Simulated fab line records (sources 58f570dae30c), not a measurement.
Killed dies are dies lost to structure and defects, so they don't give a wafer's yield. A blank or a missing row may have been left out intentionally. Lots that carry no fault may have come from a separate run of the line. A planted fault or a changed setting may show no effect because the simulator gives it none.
Lot-split experiment | flow berkeley-cmos170 | 23 wafers read from 5 lots, route of 331 steps

ABOUT THE SPLIT
At UCB170_SACOX_OXIDATION_01 (target thk 14.4 nm, ox time 2400 s), the setting ox-time-s was moved away from the recipe's 2400 s on 15 of the 23 wafers read, by -8.8% to -5.6%. This setting was run at the recipe's value on the other wafers.

The split's own step is where the reading is taken.

THE READING
SiO2_of_SACOX_OXIDATION_01.thk-nm (the simulator's own value, which no gauge read), in nm, at UCB170_SACOX_OXIDATION_01 (target thk 14.4 nm, ox time 2400 s). The file gives no usual value for it. Across the 8 wafers here that went through the recipe, the average is 14.55 nm and the standard deviation 0.095 nm.

wafer  | tool, chamber at the split | ox-time-s as run, s | against the recipe | SiO2_of_SACOX_OXIDATION_01.thk-nm, nm | against lot-mates on the recipe
L076.1 | -, -                       | 2190                | -8.8%              | 13.18                                 | no lot-mate on the recipe
L076.2 | -, -                       | 2190                | -8.8%              | 13.29                                 | no lot-mate on the recipe
L076.3 | -, -                       | 2190                | -8.8%              | 13.4                                  | no lot-mate on the recipe
L076.4 | -, -                       | 2190                | -8.8%              | 13.34                                 | no lot-mate on the recipe
L076.6 | -, -                       | 2190                | -8.8%              | 13.35                                 | no lot-mate on the recipe
L078.1 | -, -                       | 2400                | recipe             | 14.47                                 | -
L078.2 | -, -                       | 2400                | recipe             | 14.48                                 | -
L078.3 | -, -                       | 2400                | recipe             | 14.49                                 | -
L078.4 | -, -                       | 2400                | recipe             | 14.65                                 | -
L078.6 | -, -                       | 2400                | recipe             | 14.56                                 | -
L081.1 | -, -                       | 2207                | -8.0%              | 13.83                                 | no lot-mate on the recipe
L081.2 | -, -                       | 2207                | -8.0%              | 13.65                                 | no lot-mate on the recipe
L081.4 | -, -                       | 2207                | -8.0%              | 13.64                                 | no lot-mate on the recipe
L081.5 | -, -                       | 2207                | -8.0%              | 13.98                                 | no lot-mate on the recipe
L081.6 | -, -                       | 2207                | -8.0%              | 13.49                                 | no lot-mate on the recipe
L082.1 | -, -                       | 2266                | -5.6%              | 14.16                                 | no lot-mate on the recipe
L082.2 | -, -                       | 2266                | -5.6%              | 14.18                                 | no lot-mate on the recipe
L082.3 | -, -                       | 2266                | -5.6%              | 14.12                                 | no lot-mate on the recipe
L082.4 | -, -                       | 2266                | -5.6%              | 14.13                                 | no lot-mate on the recipe
L082.6 | -, -                       | 2266                | -5.6%              | 14.24                                 | no lot-mate on the recipe
L083.3 | furnace-02, 0              | 2400                | recipe             | 14.47                                 | -
L083.5 | furnace-02, 0              | 2400                | recipe             | 14.51                                 | -
L083.6 | furnace-02, 0              | 2400                | recipe             | 14.75                                 | -

FIT RESULTS
A straight line over all 23 wafers: SiO2_of_SACOX_OXIDATION_01.thk-nm changes by +0.121 nm for each +1% of ox-time-s; r = +0.92; the points scatter about the line by 0.2 nm.
Too few moved wafers have a lot-mate on the recipe to fit a line with each lot's own level taken away.

THE FILE'S OWN FIT
SiO2_of_SACOX_OXIDATION_01.thk-nm changes by +0.121 nm for each +1% of ox-time-s, r = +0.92.
